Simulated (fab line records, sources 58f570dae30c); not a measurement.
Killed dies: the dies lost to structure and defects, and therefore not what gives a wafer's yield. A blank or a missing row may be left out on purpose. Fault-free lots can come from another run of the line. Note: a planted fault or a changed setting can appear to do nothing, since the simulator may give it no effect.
Matching of chambers || flow berkeley-cmos170 || cmp-02 running UCB170_V2_CMP_02: 4 sister chambers
The step polishes SiO2. 8 wafers are shown with their chamber, then 8 later ones without.

WAFERS, EACH WITH ITS CHAMBER
{"wafer": "L648.4", "chamber": 1, "motor-current-A (A)": 16.1, "platen-rpm (rpm)": 60.00}
{"wafer": "L650.2", "chamber": 0, "motor-current-A (A)": 15.2, "platen-rpm (rpm)": 59.94}
{"wafer": "L661.1", "chamber": 0, "motor-current-A (A)": 14.9, "platen-rpm (rpm)": 60.10}
{"wafer": "L661.5", "chamber": 2, "motor-current-A (A)": 17.5, "platen-rpm (rpm)": 60.01}
{"wafer": "L662.2", "chamber": 3, "motor-current-A (A)": 15.2, "platen-rpm (rpm)": 60.01}
{"wafer": "L662.3", "chamber": 2, "motor-current-A (A)": 18.3, "platen-rpm (rpm)": 60.00}
{"wafer": "L662.4", "chamber": 1, "motor-current-A (A)": 14.9, "platen-rpm (rpm)": 59.99}
{"wafer": "L667.1", "chamber": 3, "motor-current-A (A)": 15.2, "platen-rpm (rpm)": 59.97}

WAFERS WHOSE CHAMBER IS MISSING
{"wafer": "L667.4", "motor-current-A (A)": 15.8, "platen-rpm (rpm)": 59.94}
{"wafer": "L667.5", "motor-current-A (A)": 15.4, "platen-rpm (rpm)": 59.96}
{"wafer": "L666.1", "motor-current-A (A)": 14.7, "platen-rpm (rpm)": 60.02}
{"wafer": "L666.2", "motor-current-A (A)": 16.0, "platen-rpm (rpm)": 60.05}
{"wafer": "L666.4", "motor-current-A (A)": 14.8, "platen-rpm (rpm)": 59.99}
{"wafer": "L669.1", "motor-current-A (A)": 17.5, "platen-rpm (rpm)": 60.01}
{"wafer": "L669.4", "motor-current-A (A)": 16.0, "platen-rpm (rpm)": 60.03}
{"wafer": "L669.5", "motor-current-A (A)": 14.9, "platen-rpm (rpm)": 59.95}

WHICH CHAMBER EACH WENT THROUGH
{"wafer": "L667.4", "from the rows above": "can't be placed: 1 or 3 or 0", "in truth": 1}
{"wafer": "L667.5", "from the rows above": "can't be placed: 1 or 3 or 0", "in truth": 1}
{"wafer": "L666.1", "from the rows above": "can't be placed: 0 or 3 or 1", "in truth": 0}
{"wafer": "L666.2", "from the rows above": "can't be placed: 1 or 3 or 0", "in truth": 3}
{"wafer": "L666.4", "from the rows above": "can't be placed: 0 or 3 or 1", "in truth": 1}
{"wafer": "L669.1", "from the rows above": 2, "in truth": 2}
{"wafer": "L669.4", "from the rows above": "can't be placed: 1 or 3 or 0", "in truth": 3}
{"wafer": "L669.5", "from the rows above": "can't be placed: 3 or 0 or 1", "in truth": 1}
Correct placement for 1 of the 8. From these rows, 7 cannot be placed; in 7 the true chamber is one of the candidates. Number placed wrongly: 0.
How it was worked out, from the rows above alone: a wafer's distance from a chamber is the root of the sum, over the readings, of the square of ((its reading less the chamber's mean) divided by the reading's scatter). The wafer belongs to the nearest chamber; if the next one is less than 2 further off, it can't be placed. Each chamber's mean is taken over the wafers shown for it. How the scatter is found: for the shown wafers, subtract from each reading the mean of its chamber, square and add these, divide the total by (wafers less chambers), then take the root.
